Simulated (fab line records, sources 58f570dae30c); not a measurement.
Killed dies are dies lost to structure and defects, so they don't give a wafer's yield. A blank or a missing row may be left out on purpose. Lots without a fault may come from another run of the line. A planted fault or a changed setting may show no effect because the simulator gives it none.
fab line records | flow berkeley_cmos170
record lots=14 wafers=42 last_day=13
route steps=331 shown NWELL@28 CONTACT@233 V1@257 V2@304
lots that met no fault: from a run of the same line without faults
start_h: hours from the record's first day to the start of the lot's first wafer shown | wait_h: hours since the lot's step before | " the same as in the row above | L1.1+2: a row that stands for several wafers | - no value, or no start given | * or withheld: withheld | < > ~ a bound
route shown NAME@n: a module of which the file shows steps, and the number in the route of the first | usual: mean/standard deviation of fault-free wafers | same: alike in all rows | chamber/n: place in a boat | sites: the reading at each site | _std_site: their standard deviation | _edge_site: outer sites' mean less inner sites' | radius_mm: how far each site lies from the wafer's centre | mask NAME#n: copy n | behind: the tool/chamber that last shaped the wafer | hold: why the lot was held/for how many hours/how that ended | device: the transistor (n, p or np) that didn't switch | end of line: the same wafers' tests at the end of the route | a step without rows: its recipe alone | killed: dies lost to structure and defects at the first sort, not the wafer's yield | map: a wafer's dies, x killed, . not, _ none there
set.NAME: the setting as run; set.NAME@STEP: as run at that earlier step | model.NAME: the simulator's own value behind a step, which no gauge read
steps of the route over a sample of lots; a table a step, a row a wafer
services: from which hour (start_h, from the record's first day; less than 0 if before it) a tool's chamber was out of use, for how many hours, and why
## steps
# step UCB170_NWELL_IMPLANT_14
# recipe species=P dose_cm2=1e+13 energy_kev=150 tilt_deg=7
# usual dose_ions_cm2=1e+13/1e+10 faraday_current_uA=31.7/0.68
# columns lot.wafer tool chamber start_h wait_h dose_ions_cm2 faraday_current_uA
L661.2 implanter-01 0 50.49 0.1 9.99e+12 31.8
L661.4 " 0 " " 9.994e+12 33.0
L661.6 " 0 " " 1.0003e+13 33.0
L663.1 implanter-04 0 59.17 0.1 1.0015e+13 31.1
L663.2 " 0 " " 1.0009e+13 31.3
L663.3 " 0 " " 9.996e+12 32.5
L664.2 implanter-04 0 65.35 0.1 1.0003e+13 32.4
L664.3 " 0 " " 1.0001e+13 32.1
L664.6 " 0 " " 9.982e+12 32.1
L665.1 implanter-04 0 65.48 0.1 1e+13 31.0
L665.4 " 0 " " 1.0011e+13 31.5
L665.6 " 0 " " 9.981e+12 31.3
L666.1 implanter-01 0 71.03 0.1 9.991e+12 31.8
L666.3 " 0 " " 9.982e+12 32.0
L666.4 " 0 " " 9.993e+12 32.4
L668.1 implanter-01 0 90.40 0.1 9.995e+12 32.7
L668.5 " 0 " " 9.999e+12 32.1
L668.6 " 0 " " 9.999e+12 32.3
L669.1 implanter-01 0 98.73 0.1 1.0003e+13 31.9
L669.3 " 0 " " 9.996e+12 32.3
L669.5 " 0 " " 1.0005e+13 32.2
L670.2 implanter-04 0 99.18 0.1 1.0012e+13 31.3
L670.4 " 0 " " 9.994e+12 31.0
L670.6 " 0 " " 9.998e+12 30.5
L672.2 implanter-04 0 108.53 0.1 1.0005e+13 30.8
L672.4 " 0 " " 9.998e+12 32.2
L672.5 " 0 " " 1.0006e+13 31.5
L671.1 implanter-01 0 108.78 0.1 1.1003e+13 34.0
L671.4 " 0 " " 1.0996e+13 35.2
L671.6 " 0 " " 1.1008e+13 35.2
L673.1 implanter-04 0 117.91 0.1 9.996e+12 32.8
L673.2 " 0 " " 9.995e+12 31.4
L673.6 " 0 " " 9.992e+12 31.5
L676.2 implanter-01 0 125.48 0.1 1.0985e+13 35.6
L676.3 " 0 " " 1.0988e+13 34.5
L676.4 " 0 " " 1.0988e+13 35.4
L680.1 implanter-04 0 145.56 0.1 1.0004e+13 32.3
L680.3 " 0 " " 1.0001e+13 31.9
L680.4 " 0 " " 9.988e+12 31.0
L681.2 implanter-03 0 155.94 0.1 1.0002e+13 30.8
L681.3 " 0 " " 1.0004e+13 30.7
L681.6 " 0 " " 9.99e+12 31.4
# step UCB170_NWELL_TW_MEAS_16
# usual NWELL_TW=1254/13
# columns lot.wafer tool chamber start_h wait_h NWELL_TW
L661.2 film_metro-03 - 50.73 0.1 1254
L661.4 " - " " 1251
L661.6 " - " " 1257
L663.1 film_metro-03 - 59.42 0.1 1261
L663.2 " - " " 1258
L663.3 " - " " 1258
L664.2 film_metro-03 - 65.59 0.1 1256
L664.3 " - " " 1260
L664.6 " - " " 1256
L665.1 film_metro-01 - 65.73 0.1 1275
L665.4 " - " " 1271
L665.6 " - " " 1272
L666.1 film_metro-04 - 71.28 0.1 1235
L666.3 " - " " 1238
L666.4 " - " " 1232
L668.1 film_metro-04 - 90.65 0.1 1250
L668.5 " - " " 1246
L668.6 " - " " 1247
L669.1 film_metro-03 - 98.98 0.1 1251
L669.3 " - " " 1251
L669.5 " - " " 1249
L670.2 film_metro-03 - 99.41 0.1 1256
L670.4 " - " " 1247
L670.6 " - " " 1243
L672.2 film_metro-04 - 108.77 0.1 1233
L672.4 " - " " 1231
L672.5 " - " " 1234
L671.1 film_metro-04 - 109.03 0.1 1273
L671.4 " - " " 1276
L671.6 " - " " 1277
L673.1 film_metro-03 - 118.16 0.1 1244
L673.2 " - " " 1249
L673.6 " - " " 1253
L676.2 film_metro-01 - 125.84 0.1 1306
L676.3 " - " " 1307
L676.4 " - " " 1316
L680.1 film_metro-01 - 145.81 0.1 1258
L680.3 " - " " 1267
L680.4 " - " " 1264
L681.2 film_metro-03 - 156.17 0.1 1248
L681.3 " - " " 1247
L681.6 " - " " 1252
# step UCB170_CONTACT_ETCH_17
# recipe chemistry=N2/H2 target_depth_a=withheld overetch_a=withheld target=BARC time_s=withheld source_w=500 bias_w=100 pressure_mtorr=30 n2_flow_sccm=100 h2_flow_sccm=200
# usual drypump_motor_current_A=5.7/0.49 oes_product_au=0.997/0.021 throttle_valve_pct=13.31/0.16
# columns lot.wafer tool chamber start_h wait_h drypump_motor_current_A oes_product_au throttle_valve_pct
L661.2 rie_diel-04 0 193.58 0.0 5.7 0.979 13.30
L661.4 " 3 " " 6.2 1.021 13.49
L661.6 " 3 " " 6.2 1.022 13.48
L663.1 rie_diel-03 2 195.93 0.0 6.4 1.002 13.23
L663.2 " 3 " " 5.0 0.979 13.39
L663.3 " 1 " " 5.6 0.989 13.51
L664.2 rie_diel-01 2 210.71 0.0 6.1 1.008 13.42
L664.3 " 0 " " 5.6 0.977 13.09
L664.6 " 3 " " 4.9 0.995 13.04
L665.1 rie_diel-04 1 210.83 0.0 5.9 0.995 13.27
L665.4 " 0 " " 5.7 0.975 13.31
L665.6 " 2 " " 6.1 1.023 13.40
L666.1 rie_diel-03 0 211.31 0.0 6.0 0.966 13.00
L666.3 " 2 " " 6.4 1.014 13.22
L666.4 " 1 " " 5.6 0.983 13.51
L668.1 rie_diel-01 3 223.91 0.0 4.9 1.008 13.01
L668.5 " 3 " " 4.9 0.991 13.02
L668.6 " 0 " " 5.6 0.968 13.08
L669.1 rie_diel-01 3 242.54 0.0 4.8 0.988 13.03
L669.3 " 1 " " 4.6 1.034 13.44
L669.5 " 1 " " 4.6 1.019 13.44
L670.2 rie_diel-04 3 243.02 0.0 6.2 1.022 13.48
L670.4 " 1 " " 5.9 0.996 13.27
L670.6 " 1 " " 5.9 1.002 13.27
L672.2 rie_diel-01 0 246.97 0.0 5.6 0.976 13.09
L672.4 " 1 " " 4.6 1.030 13.44
L672.5 " 3 " " 4.9 1.008 13.04
L671.1 rie_diel-03 0 247.09 0.0 6.0 0.961 12.99
L671.4 " 3 " " 5.0 0.975 13.38
L671.6 " 0 " " 5.9 0.959 13.01
L673.1 rie_diel-03 0 251.04 0.0 5.9 0.963 13.00
L673.2 " 1 " " 5.6 0.989 13.50
L673.6 " 1 " " 5.6 0.988 13.52
L676.2 rie_diel-03 1 270.95 0.0 5.6 0.982 13.51
L676.3 " 0 " " 6.0 0.953 13.00
L676.4 " 3 " " 5.0 0.973 13.39
L680.1 rie_diel-04 3 289.29 0.0 6.2 1.009 13.50
L680.3 " 2 " " 6.0 1.011 13.44
L680.4 " 0 " " 5.7 0.969 13.31
L681.2 rie_diel-04 2 289.95 0.0 6.1 1.028 13.43
L681.3 " 0 " " 5.7 0.974 13.33
L681.6 " 2 " " 6.1 1.029 13.42
# step UCB170_V1_BOW_MEAS_03
# recipe mode=bow
# usual V1_BOW=17/6.9
# columns lot.wafer tool chamber start_h wait_h V1_BOW[um]
L661.2 film_metro-01 - 200.82 0.2 14
L661.4 " - " " 29
L661.6 " - " " 17
L663.1 film_metro-01 - 202.08 0.1 25
L663.2 " - " " 11
L663.3 " - " " 23
L664.2 film_metro-04 - 215.18 0.1 21
L664.3 " - " " 5
L664.6 " - " " 26
L665.1 film_metro-01 - 216.49 0.1 19
L665.4 " - " " 15
L665.6 " - " " 13
L666.1 film_metro-04 - 216.49 0.1 15
L666.3 " - " " 16
L666.4 " - " " 17
L668.1 film_metro-03 - 229.45 0.1 19
L668.5 " - " " 12
L668.6 " - " " 16
L669.1 film_metro-03 - 249.01 0.1 18
L669.3 " - " " 13
L669.5 " - " " 25
L670.2 film_metro-01 - 250.36 0.2 17
L670.4 " - " " 17
L670.6 " - " " 25
L672.2 film_metro-04 - 251.69 0.1 9
L672.4 " - " " 12
L672.5 " - " " 10
L671.1 film_metro-01 - 251.72 0.2 13
L671.4 " - " " 23
L671.6 " - " " 19
L673.1 film_metro-01 - 256.15 0.2 11
L673.2 " - " " 37
L673.6 " - " " 11
L676.2 film_metro-01 - 284.72 0.2 13
L676.3 " - " " 16
L676.4 " - " " 23
L680.1 film_metro-01 - 295.00 0.2 15
L680.3 " - " " 25
L680.4 " - " " 28
L681.2 film_metro-01 - 296.96 0.1 28
L681.3 " - " " 24
L681.6 " - " " 23
# step UCB170_V2_CD_MEAS_12
# recipe target_cd_nm=700
# usual cd_nm=700.1/1.7
# columns lot.wafer tool chamber start_h wait_h cd_nm
L661.2 cd_sem-02 - 209.37 - 701.5
L661.4 " - " " 701.0
L661.6 " - " " 701.5
L663.1 cd_sem-02 - 210.31 - 700.5
L663.2 " - " " 700.4
L663.3 " - " " 700.6
L664.2 cd_sem-01 - 221.80 - 700.4
L664.3 " - " " 700.6
L664.6 " - " " 701.6
L665.1 cd_sem-01 - 222.76 - 701.5
L665.4 " - " " 701.7
L665.6 " - " " 700.5
L666.1 cd_sem-01 - 223.35 - 702.1
L666.3 " - " " 703.2
L666.4 " - " " 702.8
L668.1 cd_sem-02 - 241.99 - 701.9
L668.5 " - " " 700.5
L668.6 " - " " 700.1
L669.1 cd_sem-01 - 256.41 - 698.2
L669.3 " - " " 698.7
L669.5 " - " " 697.2
L670.2 cd_sem-01 - 257.55 - 702.7
L670.4 " - " " 704.1
L670.6 " - " " 701.4
L671.1 cd_sem-02 - 259.61 - 696.8
L671.4 " - " " 698.9
L671.6 " - " " 698.8
L672.2 cd_sem-01 - 259.87 - 696.6
L672.4 " - " " 698.3
L672.5 " - " " 697.7
L673.1 cd_sem-01 - 269.19 - 698.5
L673.2 " - " " 699.1
L673.6 " - " " 699.7
L676.2 cd_sem-01 - 295.19 - 698.2
L676.3 " - " " 698.5
L676.4 " - " " 697.8
L680.1 cd_sem-01 - 303.28 - 699.7
L680.3 " - " " 699.2
L680.4 " - " " 700.2
L681.2 cd_sem-01 - 309.84 - 701.1
L681.3 " - " " 701.2
L681.6 " - " " 700.4
## services
# columns tool chamber start_h hours kind
rie_diel-04 2 27.31 9.8 repair
implanter-03 - 29.81 109.0 pm
rie_diel-01 3 31.61 7.4 repair
rie_diel-04 0 35.54 5.1 repair
rie_diel-01 1 40.35 2.9 repair
rie_diel-01 - 66.77 5.7 repair
rie_diel-03 0 71.90 7.7 repair
rie_diel-01 2 75.19 3.8 repair
rie_diel-04 2 91.18 1.7 repair
implanter-01 - 118.58 2.8 repair
rie_diel-01 3 149.74 7.3 repair
rie_diel-03 3 155.24 12.1 repair
rie_diel-03 0 166.90 8.7 repair
rie_diel-04 - 169.10 1.5 repair
rie_diel-01 0 171.36 4.5 repair
rie_diel-01 2 196.39 4.4 repair
implanter-01 - 211.93 4.1 pm
rie_diel-03 0 219.39 8.2 repair
rie_diel-04 2 228.86 10.7 repair
rie_diel-03 2 237.87 3.4 repair
rie_diel-01 3 243.70 1.4 repair
implanter-04 - 245.99 48.2 pm
rie_diel-04 - 248.47 0.9 repair
rie_diel-01 - 268.60 15.6 pm
## key
first_sign step=UCB170_NWELL_IMPLANT_14 reading=dose_ions_cm2 direction=up sigmas=97 usual=1e+13 struck=1.0994e+13
effect step=UCB170_NWELL_IMPLANT_14 reading=faraday_current_uA direction=up sigmas=4.7 usual=31.7 struck=35.0
effect step=UCB170_NWELL_TW_MEAS_16 reading=NWELL_TW direction=up sigmas=2.9 usual=1254 struck=1292
met_at UCB170_NWELL_IMPLANT_14
struck_lots L671,L676
tester_left_out L671,L676
not_acting_at UCB170_CONTACT_ETCH_17,UCB170_V1_BOW_MEAS_03,UCB170_V2_CD_MEAS_12
onset_between 98.73 108.78
fault kind=process_parameter_drift tool=implanter-01 chamber=- onset_h=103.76 steps=UCB170_NWELL_IMPLANT_14 channel=dose_cm2 offset=1e+12 shape=step end_h=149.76 acts_in=these_recipes_only stated=1e+13
# tester_left_out: of these lots the tester's yield and bins aren't shown, on N5 and GAA mostly nor the transistor test; their killed dies are dies lost to structure and defects alone, not to doping, threshold or leakage, so they don't give the yield
